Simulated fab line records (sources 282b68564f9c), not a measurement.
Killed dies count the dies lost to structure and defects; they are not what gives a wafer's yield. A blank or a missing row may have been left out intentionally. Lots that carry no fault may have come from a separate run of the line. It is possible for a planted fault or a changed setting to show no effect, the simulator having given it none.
Split-lot experiment || flow rit-cmos || 23 wafers read across 5 lots, on a route 202 steps long

## ABOUT THE SPLIT
At RIT_PRETRO_COAT_01 (resist thk 1300 nm), the setting resist-thk-nm was moved away from the recipe's 1300 nm on 8 of the 23 wafers read, by -3.2% to +2.9%. For the rest of the wafers, this setting stayed at what the recipe calls for.

The reading comes from the split's own step.

## THE READING
NOVOLAK_of_PRETRO_COAT_01.thk-nm (the simulator's own value, which no gauge read), in nm, at RIT_PRETRO_COAT_01 (resist thk 1300 nm). The file gives no usual value for it. The 15 wafers here that ran the recipe average 1301 nm, standard deviation 2.5 nm.

{"wafer": "L074.1", "tool, chamber at the split": "litho-track-04, 0", "resist-thk-nm as run, nm": 1300, "against the recipe": "recipe", "NOVOLAK_of_PRETRO_COAT_01.thk-nm, nm": 1303, "against lot-mates on the recipe": "-"}
{"wafer": "L074.3", "tool, chamber at the split": "litho-track-04, 0", "resist-thk-nm as run, nm": 1300, "against the recipe": "recipe", "NOVOLAK_of_PRETRO_COAT_01.thk-nm, nm": 1300, "against lot-mates on the recipe": "-"}
{"wafer": "L074.4", "tool, chamber at the split": "litho-track-04, 0", "resist-thk-nm as run, nm": 1300, "against the recipe": "recipe", "NOVOLAK_of_PRETRO_COAT_01.thk-nm, nm": 1302, "against lot-mates on the recipe": "-"}
{"wafer": "L074.5", "tool, chamber at the split": "litho-track-04, 0", "resist-thk-nm as run, nm": 1300, "against the recipe": "recipe", "NOVOLAK_of_PRETRO_COAT_01.thk-nm, nm": 1302, "against lot-mates on the recipe": "-"}
{"wafer": "L074.6", "tool, chamber at the split": "litho-track-04, 0", "resist-thk-nm as run, nm": 1300, "against the recipe": "recipe", "NOVOLAK_of_PRETRO_COAT_01.thk-nm, nm": 1302, "against lot-mates on the recipe": "-"}
{"wafer": "L079.1", "tool, chamber at the split": "litho-track-04, 0", "resist-thk-nm as run, nm": 1272, "against the recipe": "-2.2%", "NOVOLAK_of_PRETRO_COAT_01.thk-nm, nm": 1281, "against lot-mates on the recipe": -22}
{"wafer": "L079.2", "tool, chamber at the split": "litho-track-04, 0", "resist-thk-nm as run, nm": 1272, "against the recipe": "-2.2%", "NOVOLAK_of_PRETRO_COAT_01.thk-nm, nm": 1280, "against lot-mates on the recipe": -24}
{"wafer": "L079.5", "tool, chamber at the split": "litho-track-04, 0", "resist-thk-nm as run, nm": 1272, "against the recipe": "-2.2%", "NOVOLAK_of_PRETRO_COAT_01.thk-nm, nm": 1280, "against lot-mates on the recipe": -24}
{"wafer": "L079.4", "tool, chamber at the split": "litho-track-04, 0", "resist-thk-nm as run, nm": 1300, "against the recipe": "recipe", "NOVOLAK_of_PRETRO_COAT_01.thk-nm, nm": 1303, "against lot-mates on the recipe": "-"}
{"wafer": "L079.6", "tool, chamber at the split": "litho-track-04, 0", "resist-thk-nm as run, nm": 1300, "against the recipe": "recipe", "NOVOLAK_of_PRETRO_COAT_01.thk-nm, nm": 1304, "against lot-mates on the recipe": "-"}
{"wafer": "L080.1", "tool, chamber at the split": "litho-track-03, 0", "resist-thk-nm as run, nm": 1259, "against the recipe": "-3.2%", "NOVOLAK_of_PRETRO_COAT_01.thk-nm, nm": 1257, "against lot-mates on the recipe": -39}
{"wafer": "L080.3", "tool, chamber at the split": "litho-track-03, 0", "resist-thk-nm as run, nm": 1259, "against the recipe": "-3.2%", "NOVOLAK_of_PRETRO_COAT_01.thk-nm, nm": 1250, "against lot-mates on the recipe": -46}
{"wafer": "L080.4", "tool, chamber at the split": "litho-track-03, 0", "resist-thk-nm as run, nm": 1259, "against the recipe": "-3.2%", "NOVOLAK_of_PRETRO_COAT_01.thk-nm, nm": 1255, "against lot-mates on the recipe": -41}
{"wafer": "L080.5", "tool, chamber at the split": "litho-track-03, 0", "resist-thk-nm as run, nm": 1300, "against the recipe": "recipe", "NOVOLAK_of_PRETRO_COAT_01.thk-nm, nm": 1297, "against lot-mates on the recipe": "-"}
{"wafer": "L080.6", "tool, chamber at the split": "litho-track-03, 0", "resist-thk-nm as run, nm": 1300, "against the recipe": "recipe", "NOVOLAK_of_PRETRO_COAT_01.thk-nm, nm": 1295, "against lot-mates on the recipe": "-"}
{"wafer": "L084.2", "tool, chamber at the split": "litho-track-04, 0", "resist-thk-nm as run, nm": 1338, "against the recipe": "+2.9%", "NOVOLAK_of_PRETRO_COAT_01.thk-nm, nm": 1336, "against lot-mates on the recipe": "+37"}
{"wafer": "L084.3", "tool, chamber at the split": "litho-track-04, 0", "resist-thk-nm as run, nm": 1300, "against the recipe": "recipe", "NOVOLAK_of_PRETRO_COAT_01.thk-nm, nm": 1298, "against lot-mates on the recipe": "-"}
{"wafer": "L084.4", "tool, chamber at the split": "litho-track-04, 0", "resist-thk-nm as run, nm": 1300, "against the recipe": "recipe", "NOVOLAK_of_PRETRO_COAT_01.thk-nm, nm": 1300, "against lot-mates on the recipe": "-"}
{"wafer": "L084.6", "tool, chamber at the split": "litho-track-04, 0", "resist-thk-nm as run, nm": 1300, "against the recipe": "recipe", "NOVOLAK_of_PRETRO_COAT_01.thk-nm, nm": 1300, "against lot-mates on the recipe": "-"}
{"wafer": "L084.5", "tool, chamber at the split": "litho-track-04, 0", "resist-thk-nm as run, nm": 1338, "against the recipe": "+2.9%", "NOVOLAK_of_PRETRO_COAT_01.thk-nm, nm": 1335, "against lot-mates on the recipe": "+36"}
{"wafer": "L085.1", "tool, chamber at the split": "litho-track-02, 0", "resist-thk-nm as run, nm": 1300, "against the recipe": "recipe", "NOVOLAK_of_PRETRO_COAT_01.thk-nm, nm": 1304, "against lot-mates on the recipe": "-"}
{"wafer": "L085.4", "tool, chamber at the split": "litho-track-02, 0", "resist-thk-nm as run, nm": 1300, "against the recipe": "recipe", "NOVOLAK_of_PRETRO_COAT_01.thk-nm, nm": 1300, "against lot-mates on the recipe": "-"}
{"wafer": "L085.5", "tool, chamber at the split": "litho-track-02, 0", "resist-thk-nm as run, nm": 1300, "against the recipe": "recipe", "NOVOLAK_of_PRETRO_COAT_01.thk-nm, nm": 1300, "against lot-mates on the recipe": "-"}

THE FIT
A straight line over all 23 wafers: NOVOLAK_of_PRETRO_COAT_01.thk-nm changes by +12.7 nm for each +1% of resist-thk-nm; r = +0.98; the points scatter about the line by 4.4 nm.
The same after taking each lot's own level away (the mean of its wafers on the recipe; 23 wafers): +12.5 nm for each +1%; r = +0.99; scatter 2.3 nm.
Per that fit: largest resist-thk-nm move, reading shift of 39 nm.
Across the lots, their own levels run from 1296.0 to 1303.5 nm, a range of 3.0 times the standard deviation given above.
The two slopes are in agreement: the lot-to-lot level therefore moves the slope only a little.
Check: for one of the wafers moved furthest among these (-3.2%), held out of the fit, the line's prediction against its lot-mates is -39.3 nm. It came out at -39 nm against them.

## OTHER SPLITS ON THESE WAFERS
Note: prior to the reading, these wafers also went through further splits. Each is held against what the fit with the lots' levels taken away leaves over:
{"other split on the same wafers": "RIT_ACTIVE_OXIDATION_01 temp-c", "wafers away from the commonest value": 10, "r with NOVOLAK_of_PRETRO_COAT_01.thk-nm (lot level and that fit taken away)": "+0.51"}
{"other split on the same wafers": "RIT_ACTIVE_DEVELOP_10 dev-temp-c", "wafers away from the commonest value": 4, "r with NOVOLAK_of_PRETRO_COAT_01.thk-nm (lot level and that fit taken away)": "+0.06"}
{"other split on the same wafers": "RIT_NWELL_COAT_01 spin-rpm", "wafers away from the commonest value": 10, "r with NOVOLAK_of_PRETRO_COAT_01.thk-nm (lot level and that fit taken away)": "+0.10"}
{"other split on the same wafers": "RIT_NWELL_IMPLANT_08 energy-kev", "wafers away from the commonest value": 10, "r with NOVOLAK_of_PRETRO_COAT_01.thk-nm (lot level and that fit taken away)": "+0.28"}
{"other split on the same wafers": "RIT_PWELL_IMPLANT_08 dose-cm2", "wafers away from the commonest value": 11, "r with NOVOLAK_of_PRETRO_COAT_01.thk-nm (lot level and that fit taken away)": -0.13}
{"other split on the same wafers": "RIT_NRETRO_SOFTBAKE_02 temp-c", "wafers away from the commonest value": 8, "r with NOVOLAK_of_PRETRO_COAT_01.thk-nm (lot level and that fit taken away)": "+0.24"}

## THE FILE'S OWN FIT
NOVOLAK_of_PRETRO_COAT_01.thk-nm changes by +12.5 nm for each +1% of resist-thk-nm, r = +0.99.
